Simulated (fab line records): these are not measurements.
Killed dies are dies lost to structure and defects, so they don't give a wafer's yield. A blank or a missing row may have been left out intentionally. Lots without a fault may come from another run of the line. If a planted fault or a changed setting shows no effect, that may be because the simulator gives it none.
Problem report, 8D (eight disciplines) form, completed by code	flow rit_cmos	the parts of the form that need people (team, actions taken, sign-off) are left out

## 1. PROBLEM STATEMENT
Wafers free of any fault read 255.5 nm (standard deviation 2.5) for GATE_POLY_THK at RIT_GATE_THK_MEAS_09, against a mean of 207.9 nm on 6 wafers of 2 lots. Relative to the usual mean, that is a shift of -19 standard deviations.
Earliest sighting: wafer L904.1 on film_metro-01 at day 4 19:22. At this step, 42 wafers from 14 lots have a number in the record. The rule behind "out" and "out of limits": a value lying over 4 standard deviations away from the usual mean. All remaining wafers that have a number are taken as sound.

## 2. WHAT IT IS, AND WHAT IT ISN'T
question	is	is not
which readings at this step	GATE_POLY_THK	-
which lots	L904, L906	L894, L895, L898, L899, L907, L908, L909, L910, L911, L913, L914, L915
which wafers of those lots	all that have a number	-
read on which gauges	film_metro-01, film_metro-04	film_metro-02
when	from day 4 19:22	up to then (12 sound wafers); but 24 sound wafers of L907, L908, L909, L910, L911, L913, L914, L915 came after

## 3. SUSPECTS, AND WHAT RULES EACH OUT
Counting: a tool at any process step up to the reading remains a suspect when it ran all the lots that are out and ran no sound lot after the first of those.
- the gauge at RIT_GATE_THK_MEAS_09 has been ruled out. Those wafers that are out were read across 2 gauges (film_metro-01, film_metro-04).
- plasma_asher-01 at RIT_PRETRO_STRIP_09 (strips in O2, time 180 s): ruled out as a lasting fault. After its first lot that is out, L904 (day 4 13:54), sound lots L909, L913 ran on it.
- lpcvd-01 at RIT_GATE_CVD_08 (deposits poly-Si from SiH4, target thk 250 nm, time 2220 s): ruled out as a lasting fault. After its first lot that is out, L904 (day 4 17:45), sound lots L908, L913, L914, L915 ran on it.
Left after counting: nothing in the record.

## 4. THE CAUSE (what the simulator had put in)
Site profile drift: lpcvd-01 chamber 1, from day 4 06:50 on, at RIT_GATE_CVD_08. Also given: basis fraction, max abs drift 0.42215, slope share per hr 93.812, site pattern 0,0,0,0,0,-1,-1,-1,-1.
The count ruled it out by mistake, since the rule takes a fault to strike every lot its tool runs from the start of the fault on, and this one did not do so.

## 5. SEQUENCE OF EFFECTS, ordered by route
Each row: a reading where the mean over the struck wafers with a number is more than 3 standard deviations away from the usual. Readings are gone through only where the record gives a usual standard deviation; hours: the median, over the lots, of the time from a lot's start at the first step in this table giving one to that lot's start at this step; sigmas: the change measured in usual standard deviations.
hours	step	reading	usual	on struck wafers	change	sigmas
0	RIT_GATE_THK_MEAS_09	GATE_POLY_THK	255.5 nm	207.9	-47.6	-19
1	RIT_GATE_ETCH_19	oes_product_au	0.864 a.u.	0.746	-0.118	-7.4
22	RIT_M1_PROBE_99	killed_at_front_end	7.0	62.2	+55.2	+19
22	RIT_M1_PROBE_99	killed_dies	7.0	62.2	+55.2	+19
22	RIT_M1_PROBE_99	killed_on_rim	1.8	52.3	+50.5	+36
The process steps in it:
- RIT_GATE_ETCH_19: etches poly-Si in SF6/CHF3/O2, stops on SiO2, time 165 s, target depth 312.5 nm.
- RIT_M1_PROBE_99
Later measuring or inspecting steps at which every struck wafer that the step has a row for has a number for every such reading, and none has moved that far: RIT_NSD_TW_MEAS_10.

## 6. HOW IT WOULD HAVE BEEN CAUGHT EARLIER
13 hours passed between the start of the fault at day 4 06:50 and the first reading out of limits at a measuring or inspecting step in this record, taken at day 4 19:22.
